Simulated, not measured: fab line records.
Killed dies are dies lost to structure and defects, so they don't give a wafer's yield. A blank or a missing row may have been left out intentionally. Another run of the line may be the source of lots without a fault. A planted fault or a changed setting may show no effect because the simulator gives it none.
Check for tools in common :: flow rit cmos :: Sampled: 14 lots, 42 wafers

== WHY THIS WAS OPENED ==
RIT_PWELL_TW_MEAS_10, reading PWELL_TW: flagged on 2 of 14 lots. No-fault wafers: 941, standard deviation 6.7.
Rule: a lot is flagged when every wafer of it that has a number lies more than 4 standard deviations from that mean, or none has a number. As for the other lots, they are considered sound.

lot: L716
measured: day 2 06:20
on: film metro-03
PWELL_TW, wafer by wafer: 929 937 932
flag: 

lot: L717
measured: day 2 10:08
on: film metro-04
PWELL_TW, wafer by wafer: 946 944 946
flag: 

lot: L718
measured: day 2 13:56
on: film metro-04
PWELL_TW, wafer by wafer: 950 944 943
flag: 

lot: L719
measured: day 2 19:55
on: film metro-02
PWELL_TW, wafer by wafer: 940 941 941
flag: 

lot: L720
measured: day 2 23:47
on: film metro-04
PWELL_TW, wafer by wafer: 949 945 948
flag: 

lot: L721
measured: day 3 05:59
on: film metro-02
PWELL_TW, wafer by wafer: 937 932 940
flag: 

lot: L725
measured: day 4 02:27
on: film metro-04
PWELL_TW, wafer by wafer: 945 949 948
flag: 

lot: L727
measured: day 4 10:43
on: film metro-02
PWELL_TW, wafer by wafer: 1054 1055 1061
flag: FLAGGED

lot: L729
measured: day 4 22:29
on: film metro-03
PWELL_TW, wafer by wafer: 1054 1056 1057
flag: FLAGGED

lot: L731
measured: day 5 07:29
on: film metro-02
PWELL_TW, wafer by wafer: 940 938 932
flag: 

lot: L732
measured: day 5 11:26
on: film metro-02
PWELL_TW, wafer by wafer: 934 937 936
flag: 

lot: L734
measured: day 5 22:41
on: film metro-02
PWELL_TW, wafer by wafer: 940 937 942
flag: 

lot: L736
measured: day 6 07:29
on: film metro-03
PWELL_TW, wafer by wafer: 934 932 932
flag: 

lot: L737
measured: day 6 13:22
on: film metro-03
PWELL_TW, wafer by wafer: 932 926 928
flag: 
The numbers of the flagged lots are 1056 on average: +115 against the usual, or +17 standard deviations.

== EACH LOT AND THE TOOL IT RAN ON ==
The record keeps 1 process step preceding the reading, out of 202 steps on the route. Read each cell as the tool, then ch plus the chambers that the sampled wafers visited, then the start.
lot: L716
flag: 
RIT_PWELL_IMPLANT_08: implanter-03 ch 0, day 2 06:01

lot: L717
flag: 
RIT_PWELL_IMPLANT_08: implanter-02 ch 0, day 2 09:49

lot: L718
flag: 
RIT_PWELL_IMPLANT_08: implanter-03 ch 0, day 2 13:37

lot: L719
flag: 
RIT_PWELL_IMPLANT_08: implanter-01 ch 0, day 2 19:36

lot: L720
flag: 
RIT_PWELL_IMPLANT_08: implanter-03 ch 0, day 2 23:29

lot: L721
flag: 
RIT_PWELL_IMPLANT_08: implanter-02 ch 0, day 3 05:41

lot: L725
flag: 
RIT_PWELL_IMPLANT_08: implanter-01 ch 0, day 4 02:07

lot: L727
flag: FLAGGED
RIT_PWELL_IMPLANT_08: implanter-03 ch 0, day 4 10:24

lot: L729
flag: FLAGGED
RIT_PWELL_IMPLANT_08: implanter-03 ch 0, day 4 22:10

lot: L731
flag: 
RIT_PWELL_IMPLANT_08: implanter-01 ch 0, day 5 07:10

lot: L732
flag: 
RIT_PWELL_IMPLANT_08: implanter-02 ch 0, day 5 11:08

lot: L734
flag: 
RIT_PWELL_IMPLANT_08: implanter-02 ch 0, day 5 22:23

lot: L736
flag: 
RIT_PWELL_IMPLANT_08: implanter-01 ch 0, day 6 07:11

lot: L737
flag: 
RIT_PWELL_IMPLANT_08: implanter-02 ch 0, day 6 13:04
What these steps do:
- RIT_PWELL_IMPLANT_08
- RIT_PWELL_TW_MEAS_10

== FLAGGED AGAINST TOTAL, ONE TOOL AT A TIME (gauges that did the reading follow at the end) ==
step: RIT_PWELL_IMPLANT_08
tool: implanter-01
lots run: 4
flagged: 0
share of the flagged lots: none
sound lots run after its first flagged lot: -

step: RIT_PWELL_IMPLANT_08
tool: implanter-02
lots run: 5
flagged: 0
share of the flagged lots: none
sound lots run after its first flagged lot: -

step: RIT_PWELL_IMPLANT_08
tool: implanter-03
lots run: 5
flagged: 2
share of the flagged lots: all
sound lots run after its first flagged lot: 0

step: RIT_PWELL_TW_MEAS_10
tool: film metro-02
lots run: 6
flagged: 1
share of the flagged lots: some
sound lots run after its first flagged lot: 3 (L731,L732,L734)

step: RIT_PWELL_TW_MEAS_10
tool: film metro-03
lots run: 4
flagged: 1
share of the flagged lots: some
sound lots run after its first flagged lot: 2 (L736,L737)

step: RIT_PWELL_TW_MEAS_10
tool: film metro-04
lots run: 4
flagged: 0
share of the flagged lots: none
sound lots run after its first flagged lot: -

== THE TABLE: WHAT IT ALLOWS ==
1 row of the table ran every flagged lot: implanter-03 at RIT_PWELL_IMPLANT_08.
- implanter-03 at RIT_PWELL_IMPLANT_08 ran 5 lots, 2 of them flagged. A fault beginning between L720 (day 2 23:29), its last sound lot, and L727 (day 4 10:24), its first flagged one, fits the data. Its own readings lie more than 4 standard deviations out on every wafer of the flagged lots: dose ions cm2, faraday current uA.
implanter-03 at RIT_PWELL_IMPLANT_08 is the single tool remaining.

== WHAT THE SIMULATOR HAD PUT IN ==
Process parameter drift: implanter-03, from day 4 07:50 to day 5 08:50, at RIT_PWELL_IMPLANT_08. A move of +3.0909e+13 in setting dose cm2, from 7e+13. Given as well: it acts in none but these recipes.
Lots struck among those shown: L727, L729. The rule above reached the same finding.
